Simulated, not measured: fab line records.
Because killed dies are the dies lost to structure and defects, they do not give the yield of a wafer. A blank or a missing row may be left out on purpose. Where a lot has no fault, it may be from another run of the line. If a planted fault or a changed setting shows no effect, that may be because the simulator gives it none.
Which of the tools did it? :: flow berkeley_cmos170 :: 39 wafers from 13 lots sampled at 4 of the route's 331 steps

## WHAT EACH GAUGE READ, for each wafer
UCB170_ACTIVE_THK_MEAS_03.
lot: L689
measured: day 4 17:36
on: film_metro-03
ACTIVE_OXIDE_THK (nm): 25.7 25.3 25.5

lot: L693
measured: day 5 02:57
on: film_metro-03
ACTIVE_OXIDE_THK (nm): 25.9 26.2 26.3

lot: L692
measured: day 5 02:58
on: film_metro-02
ACTIVE_OXIDE_THK (nm): 26.1 26.1 26.1

lot: L694
measured: day 5 18:32
on: film_metro-03
ACTIVE_OXIDE_THK (nm): 25.4 25.4 25.3

lot: L695
measured: day 5 18:34
on: film_metro-02
ACTIVE_OXIDE_THK (nm): 25.8 25.6 26.1

lot: L696
measured: day 6 01:10
on: film_metro-03
ACTIVE_OXIDE_THK (nm): 26.3 25.9 26.4

lot: L698
measured: day 6 11:05
on: film_metro-01
ACTIVE_OXIDE_THK (nm): 25.3 25.7 26.1

lot: L699
measured: day 6 11:09
on: film_metro-01
ACTIVE_OXIDE_THK (nm): 26.2 26.4 25.9

lot: L702
measured: day 7 09:08
on: film_metro-03
ACTIVE_OXIDE_THK (nm): 25.8 25.8 25.8

lot: L707
measured: day 8 08:37
on: film_metro-01
ACTIVE_OXIDE_THK (nm): 26.9 26.5 26.2

lot: L709
measured: day 9 04:37
on: film_metro-03
ACTIVE_OXIDE_THK (nm): 26.2 26.1 25.9

lot: L710
measured: day 9 04:38
on: film_metro-01
ACTIVE_OXIDE_THK (nm): 26.3 25.8 26.3

lot: L711
measured: day 9 04:40
on: film_metro-01
ACTIVE_OXIDE_THK (nm): 26.6 26.5 26.2

UCB170_NVT_OVL_MEAS_06.
lot: L689
measured: day 7 00:37
on: overlay-01
NVT_OVL (nm): 14 15 16

lot: L693
measured: day 7 05:55
on: overlay-01
NVT_OVL (nm): -7 -4 -10

lot: L692
measured: day 7 05:43
on: overlay-01
NVT_OVL (nm): 6 6 5

lot: L694
measured: day 7 22:02
on: overlay-02
NVT_OVL (nm): -4 0 -2

lot: L695
measured: day 7 22:17
on: overlay-01
NVT_OVL (nm): 1 4 3

lot: L696
measured: day 7 21:53
on: overlay-01
NVT_OVL (nm): -5 -3 -1

lot: L698
measured: day 8 08:20
on: overlay-01
NVT_OVL (nm): - - -

lot: L699
measured: day 8 07:48
on: overlay-02
NVT_OVL (nm): -3 -2 -1

lot: L702
measured: day 9 03:21
on: overlay-02
NVT_OVL (nm): 5 5 1

lot: L707
measured: day 10 09:46
on: overlay-01
NVT_OVL (nm): 2 3 -1

lot: L709
measured: day 11 04:30
on: overlay-01
NVT_OVL (nm): 11 8 16

lot: L710
measured: day 11 04:41
on: overlay-02
NVT_OVL (nm): -2 3 -1

lot: L711
measured: day 11 05:02
on: overlay-02
NVT_OVL (nm): -3 -7 -5

UCB170_NVT_TW_MEAS_09.
lot: L689
measured: day 7 00:55
on: film_metro-04
NVT_TW: 528 528 529

lot: L693
measured: day 7 06:13
on: film_metro-04
NVT_TW: 529 528 526

lot: L692
measured: day 7 06:01
on: film_metro-04
NVT_TW: 530 528 531

lot: L694
measured: day 7 22:19
on: film_metro-04
NVT_TW: 531 531 529

lot: L695
measured: day 7 22:35
on: film_metro-01
NVT_TW: 524 521 526

lot: L696
measured: day 7 22:10
on: film_metro-01
NVT_TW: 523 521 522

lot: L698
measured: day 8 08:38
on: film_metro-04
NVT_TW: 30 30 30 30 30 30

lot: L699
measured: day 8 08:05
on: film_metro-04
NVT_TW: 529 526 526

lot: L702
measured: day 9 03:38
on: film_metro-03
NVT_TW: 519 520 519

lot: L707
measured: day 10 10:03
on: film_metro-03
NVT_TW: 516 517 519

lot: L709
measured: day 11 04:47
on: film_metro-03
NVT_TW: 514 515 516

lot: L710
measured: day 11 04:58
on: film_metro-04
NVT_TW: 530 528 533

lot: L711
measured: day 11 05:20
on: film_metro-03
NVT_TW: 517 515 519

## EACH LOT AND THE TOOL THAT RAN IT (in order: tool; ch and the chambers of the sampled wafers; start)
lot: L689
UCB170_NVT_EXPOSE_03: krf_scanner-01 ch 0, day 6 23:55

lot: L693
UCB170_NVT_EXPOSE_03: krf_scanner-02 ch 0, day 7 05:04

lot: L692
UCB170_NVT_EXPOSE_03: krf_scanner-01 ch 0, day 7 04:52

lot: L694
UCB170_NVT_EXPOSE_03: krf_scanner-02 ch 0, day 7 21:38

lot: L695
UCB170_NVT_EXPOSE_03: krf_scanner-01 ch 0, day 7 21:56

lot: L696
UCB170_NVT_EXPOSE_03: krf_scanner-01 ch 0, day 7 21:24

lot: L698
UCB170_NVT_EXPOSE_03: krf_scanner-01 ch 0, day 8 07:14

lot: L699
UCB170_NVT_EXPOSE_03: krf_scanner-01 ch 0, day 8 07:08

lot: L702
UCB170_NVT_EXPOSE_03: krf_scanner-01 ch 0, day 9 02:25

lot: L707
UCB170_NVT_EXPOSE_03: krf_scanner-01 ch 0, day 10 09:08

lot: L709
UCB170_NVT_EXPOSE_03: krf_scanner-01 ch 0, day 11 03:58

lot: L710
UCB170_NVT_EXPOSE_03: krf_scanner-01 ch 0, day 11 04:06

lot: L711
UCB170_NVT_EXPOSE_03: krf_scanner-02 ch 0, day 11 04:25
- UCB170_NVT_EXPOSE_03: exposes mask PWELL, target cd 3000 nm.

## WHAT THE TOOLS THEMSELVES READ (means of the sampled wafers that have a number; where no wafer has one, the mark that the record gives instead)
UCB170_NVT_EXPOSE_03.
lot: L689
tool: krf_scanner-01
stage_vel_mm_s (mm/s): 500.16

lot: L693
tool: krf_scanner-02
stage_vel_mm_s (mm/s): 499.90

lot: L692
tool: krf_scanner-01
stage_vel_mm_s (mm/s): 500.02

lot: L694
tool: krf_scanner-02
stage_vel_mm_s (mm/s): 500.17

lot: L695
tool: krf_scanner-01
stage_vel_mm_s (mm/s): 499.95

lot: L696
tool: krf_scanner-01
stage_vel_mm_s (mm/s): 499.88

lot: L698
tool: krf_scanner-01
stage_vel_mm_s (mm/s): 499.92

lot: L699
tool: krf_scanner-01
stage_vel_mm_s (mm/s): 500.10

lot: L702
tool: krf_scanner-01
stage_vel_mm_s (mm/s): 499.56

lot: L707
tool: krf_scanner-01
stage_vel_mm_s (mm/s): 499.90

lot: L709
tool: krf_scanner-01
stage_vel_mm_s (mm/s): 499.56

lot: L710
tool: krf_scanner-01
stage_vel_mm_s (mm/s): 500.44

lot: L711
tool: krf_scanner-02
stage_vel_mm_s (mm/s): 500.12

## THE ANSWER, worked out from the rows above alone
Rule: usual is defined by the lots themselves. The widest of any qualifying gaps counts: lots, ordered by their means at a reading, are off when they make up no more than a third of the lots, leave a main group of 4 or more, and stand apart from it by 3 or more times the standard deviation of that group's means. Not used: any main group whose means are identical at the precision the tables above print for the reading. A lot without any number at a reading at which 4 lots or more have one is off too. Where the step has rows for the other lots, those lots are counted as sound. The gauges are gone through in route order, then the tools' own readings, and for those a lot's mean is taken as printed above. The first step at which some lot is off is used, and at that step the reading that is off furthest; a lot without a number counts as furthest.
Off: L698, seen at UCB170_NVT_OVL_MEAS_06 (NVT_OVL). Without a number there: L698. The main group: mean 2 nm, standard deviation 6.3.
A tool fits if, at a process step before that reading, it ran every lot that is off, and no sound lot after the first of them. The gauges at UCB170_NVT_OVL_MEAS_06 aren't tried: what is off there is off at UCB170_NVT_TW_MEAS_09 too, on other tools, and a gauge's error can't cause that. None of those tried fits.

## WHAT WAS PUT IN BY THE SIMULATOR
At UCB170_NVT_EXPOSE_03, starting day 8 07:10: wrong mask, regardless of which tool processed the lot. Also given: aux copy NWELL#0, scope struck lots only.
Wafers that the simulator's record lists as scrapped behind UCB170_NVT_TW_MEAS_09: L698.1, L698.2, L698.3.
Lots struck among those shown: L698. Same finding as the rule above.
